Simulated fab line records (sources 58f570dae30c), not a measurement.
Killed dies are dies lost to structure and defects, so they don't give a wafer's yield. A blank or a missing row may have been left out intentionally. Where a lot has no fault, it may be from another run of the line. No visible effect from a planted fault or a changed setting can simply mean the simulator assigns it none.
A single fault, viewed from 2 desks || flow berkeleyCmos170 || only its own numbers are on each desk; what lay behind them is given at the end

DESK OF THE TOOL OWNER: furnace-03
The tool's own readings at UCB170_M1_ANNEAL_14 (time 1200 s): means of the sampled wafers that have a number, for each lot that ran on this tool. If a lot's mean is further than 4 standard deviations from the usual mean, the lot is out of limits and carries the mark OUT (the distance appears in the brackets). Readings shown: 7 out of 8 (the first out of limits, and those lying furthest out on some lot).
Columns: A = spikeTcCentreC at UCB170_M1_ANNEAL_14, usual 402.0 C; B = spikeTcLoadC at UCB170_M1_ANNEAL_14, usual 418.5 C; C = spikeTcSourceC at UCB170_M1_ANNEAL_14, usual 418.7 C; D = tubeCenterTempC at UCB170_M1_ANNEAL_14, usual 400 C; E = tube_center_temp_C_max at UCB170_M1_ANNEAL_14, usual 401.03; F = zonePowerLoadPct at UCB170_M1_ANNEAL_14, usual 5.14 %; G = zonePowerSourcePct at UCB170_M1_ANNEAL_14, usual 4.89 %
{"lot": "L124", "first seen here": "day 8 17:06", "A": 402.7, "B": 418.7, "C": 419.3, "D": 400, "E": 401.01, "F": 5.15, "G": 4.90}
{"lot": "L125", "first seen here": "day 8 18:26", "A": 401.5, "B": 418.7, "C": 418.3, "D": 400, "E": 401.11, "F": 5.19, "G": 4.90}
{"lot": "L129", "first seen here": "day 8 21:33", "A": 402.0, "B": 418.4, "C": 419.6, "D": 400, "E": 401.03, "F": 5.14, "G": 4.85}
{"lot": "L128", "first seen here": "day 9 00:13", "A": 401.7, "B": 417.9, "C": 419.6, "D": 400, "E": 401.02, "F": 5.14, "G": 4.85}
{"lot": "L130", "first seen here": "day 9 15:07", "A": 402.7, "B": 416.9, "C": 419.0, "D": 400, "E": 401.01, "F": 5.12, "G": 4.88}
{"lot": "L132", "first seen here": "day 9 23:17", "A": 401.4, "B": 418.1, "C": 418.3, "D": 400, "E": 401.06, "F": 5.14, "G": 4.88}
{"lot": "L136", "first seen here": "day 10 07:35", "A": 402.3, "B": 419.0, "C": 419.4, "D": 400, "E": 401.14, "F": 5.11, "G": 4.91}
{"lot": "L134", "first seen here": "day 10 14:56", "A": 401.0, "B": 418.2, "C": 419.1, "D": 400, "E": 401.02, "F": 5.14, "G": 4.90}
{"lot": "L137", "first seen here": "day 10 19:06", "A": 402.5, "B": 417.5, "C": 419.3, "D": 400, "E": 401.02, "F": 5.12, "G": 4.86}
{"lot": "L138", "first seen here": "day 10 20:41", "A": 401.1, "B": 418.5, "C": 418.1, "D": 400, "E": 401.00, "F": 5.11, "G": 4.88}
{"lot": "L140", "first seen here": "day 11 13:47", "A": 402.2, "B": 418.3, "C": 419.4, "D": 400, "E": 401.12, "F": 5.17, "G": 4.92}
{"lot": "L141", "first seen here": "day 11 13:47", "A": 401.7, "B": 418.4, "C": 419.6, "D": 400, "E": 401.03, "F": 5.15, "G": 4.93}
{"lot": "L142", "first seen here": "day 12 14:53", "A": "481.7 (+72) OUT", "B": "499.8 (+81) OUT", "C": "500.9 (+75) OUT", "D": "480 (+99 or more) OUT", "E": "480.98 (+99 or more) OUT", "F": "6.96 (+36) OUT", "G": "6.62 (+34) OUT"}
{"lot": "L144", "first seen here": "day 12 17:33", "A": "482.6 (+73) OUT", "B": "499.3 (+81) OUT", "C": "499.8 (+74) OUT", "D": "480 (+99 or more) OUT", "E": "481.12 (+99 or more) OUT", "F": "7.00 (+36) OUT", "G": "6.59 (+33) OUT"}
{"lot": "L145", "first seen here": "day 12 17:33", "A": "481.8 (+73) OUT", "B": "500.0 (+82) OUT", "C": "499.8 (+74) OUT", "D": "480 (+99 or more) OUT", "E": "481.26 (+99 or more) OUT", "F": "7.07 (+38) OUT", "G": "6.65 (+35) OUT"}
Finding of this desk: L142, L144, L145 out of limits; the first was L142 at day 12 14:53, on spikeTcCentreC at UCB170_M1_ANNEAL_14. Within limits: L124, L125, L129, L128, L130, L132, L136, L134, L137, L138, L140, L141.

AT THE METROLOGY DESK
Means of the sampled wafers that have a number, per lot and without regard to the tool the lot ran on: this is what the gauges read. If a lot's mean is further than 4 standard deviations from the usual mean, the lot is out of limits and carries the mark OUT (the distance appears in the brackets).
Columns: A = SILICIDE_TI_RS at UCB170_SILICIDE_RS_MEAS_02, usual 26.18 ohm/sq; B = cdNm at UCB170_CONTACT_CD_MEAS_15, usual 700.0 nm; C = cdNm at UCB170_M1_CD_MEAS_09, usual 700.1 nm
{"lot": "L125", "first seen here": "day 8 05:05", "A": 26.32, "B": 699.3, "C": 699.5}
{"lot": "L124", "first seen here": "day 8 05:18", "A": 26.16, "B": 700.1, "C": 699.8}
{"lot": "L129", "first seen here": "day 8 14:46", "A": 26.14, "B": 700.4, "C": 702.7}
{"lot": "L128", "first seen here": "day 8 15:26", "A": 26.38, "B": 699.3, "C": 697.5}
{"lot": "L130", "first seen here": "day 9 08:08", "A": 25.60, "B": 700.7, "C": 699.6}
{"lot": "L132", "first seen here": "day 9 15:26", "A": 26.47, "B": 700.6, "C": 698.6}
{"lot": "L136", "first seen here": "day 10 01:02", "A": 26.23, "B": 700.7, "C": 701.7}
{"lot": "L134", "first seen here": "day 10 01:28", "A": 26.19, "B": 699.3, "C": 699.8}
{"lot": "L137", "first seen here": "day 10 10:53", "A": 26.00, "B": 700.7, "C": 701.7}
{"lot": "L138", "first seen here": "day 10 11:22", "A": 26.69, "B": 697.2, "C": 699.5}
{"lot": "L140", "first seen here": "day 11 04:02", "A": 26.18, "B": 700.6, "C": 698.4}
{"lot": "L141", "first seen here": "day 11 04:20", "A": 26.27, "B": 699.8, "C": 702.9}
{"lot": "L142", "first seen here": "day 12 06:10", "A": 26.07, "B": 696.9, "C": 700.9}
{"lot": "L145", "first seen here": "day 12 06:40", "A": 26.35, "B": 700.9, "C": 701.5}
{"lot": "L144", "first seen here": "day 12 06:55", "A": 26.44, "B": 700.4, "C": 700.0}
Finding of this desk: none of the 15 lots has anything out of limits.

BROUGHT TOGETHER
On L142, L144, L145, at day 12 14:53, an alarm was possible from the tool owner's desk.
The metrology desk saw nothing out of limits.
The metrology desk holds a record of L142, L144, L145, inside its limits.
The lots listed all ran UCB170_M1_ANNEAL_14 on furnace-03.

WHAT HAD BEEN PUT IN BY THE SIMULATOR
Process parameters drifting: furnace-03 at UCB170_M1_ANNEAL_14, beginning at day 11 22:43. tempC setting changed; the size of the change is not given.
Shown lots that were struck: L142, L144, L145.
Each desk's first reading out of limits, in hours after the fault started: the tool owner's desk, 16.
